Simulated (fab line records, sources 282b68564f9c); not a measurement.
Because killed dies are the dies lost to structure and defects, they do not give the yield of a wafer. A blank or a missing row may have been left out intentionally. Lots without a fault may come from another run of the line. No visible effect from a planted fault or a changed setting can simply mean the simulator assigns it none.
Which tool did it? || flow rit-cmos || 21 wafers from 7 lots sampled at 2 of the route's 202 steps

== WHAT THE GAUGES READ, wafer by wafer ==
RIT_NRETRO_OVL_MEAS_06.
{"lot": "L512", "measured": "day 2 16:56", "on": "overlay-02", "NRETRO_OVL (nm)": "0.9 -0.2 1.8"}
{"lot": "L514", "measured": "day 3 03:14", "on": "overlay-01", "NRETRO_OVL (nm)": "-1.7 0.9 1.3"}
{"lot": "L516", "measured": "day 3 15:02", "on": "overlay-02", "NRETRO_OVL (nm)": "-1.9 -0.8 -3.5"}
{"lot": "L520", "measured": "day 4 09:07", "on": "overlay-01", "NRETRO_OVL (nm)": "0.1 -0.9 1.7"}
{"lot": "L522", "measured": "day 4 21:55", "on": "overlay-02", "NRETRO_OVL (nm)": "-0.4 -3.4 -2.5"}
{"lot": "L524", "measured": "day 5 04:31", "on": "overlay-01", "NRETRO_OVL (nm)": "-0.7 -0.1 -0.2"}
{"lot": "L529", "measured": "day 6 05:29", "on": "overlay-02", "NRETRO_OVL (nm)": "-176.7 -177.4 -177.3"}

== WHAT TOOL EACH LOT RAN ON (gives the tool, then ch and the chambers of the sampled wafers, and finally the start) ==
{"lot": "L512", "RIT_NRETRO_EXPOSE_03": "iline-stepper-01 ch 0, day 2 16:31"}
{"lot": "L514", "RIT_NRETRO_EXPOSE_03": "iline-stepper-01 ch 0, day 3 02:49"}
{"lot": "L516", "RIT_NRETRO_EXPOSE_03": "iline-stepper-01 ch 0, day 3 14:37"}
{"lot": "L520", "RIT_NRETRO_EXPOSE_03": "iline-stepper-02 ch 0, day 4 08:41"}
{"lot": "L522", "RIT_NRETRO_EXPOSE_03": "iline-stepper-01 ch 0, day 4 21:30"}
{"lot": "L524", "RIT_NRETRO_EXPOSE_03": "iline-stepper-01 ch 0, day 5 04:05"}
{"lot": "L529", "RIT_NRETRO_EXPOSE_03": "iline-stepper-01 ch 0, day 6 05:05"}
- RIT_NRETRO_EXPOSE_03: exposes mask M4, target cd 43900 nm.

== THE ANSWER, worked out from the rows above alone ==
Rule: what is usual is taken from the lots themselves. Put in order of their means at a reading, lots are off if they are a third of the lots or fewer, leave a main group of 4 or more, and stand apart from it by a gap of 3 or more times the standard deviation of the main group's means; of several such gaps the widest counts. The tables above print the reading to a certain number of digits; a main group whose means all agree to those digits is not used. A lot without any number at a reading at which 4 lots or more have one is off too. Where the step has rows for the other lots, those lots are counted as sound.
Off: at RIT_NRETRO_OVL_MEAS_06 (NRETRO_OVL), L529. The main group: mean -0.5 nm, standard deviation 1.1.
If a tool, at a process step before that reading, ran all the lots that are off and no sound lot after the first of them, it fits. Those tools and the gauges at RIT_NRETRO_OVL_MEAS_06 are tried in the same way. 2 tools fit, iline-stepper-01 at RIT_NRETRO_EXPOSE_03 and overlay-02 at RIT_NRETRO_OVL_MEAS_06, so this cannot tell which one it is.

== WHAT HAD BEEN PUT IN BY THE SIMULATOR ==
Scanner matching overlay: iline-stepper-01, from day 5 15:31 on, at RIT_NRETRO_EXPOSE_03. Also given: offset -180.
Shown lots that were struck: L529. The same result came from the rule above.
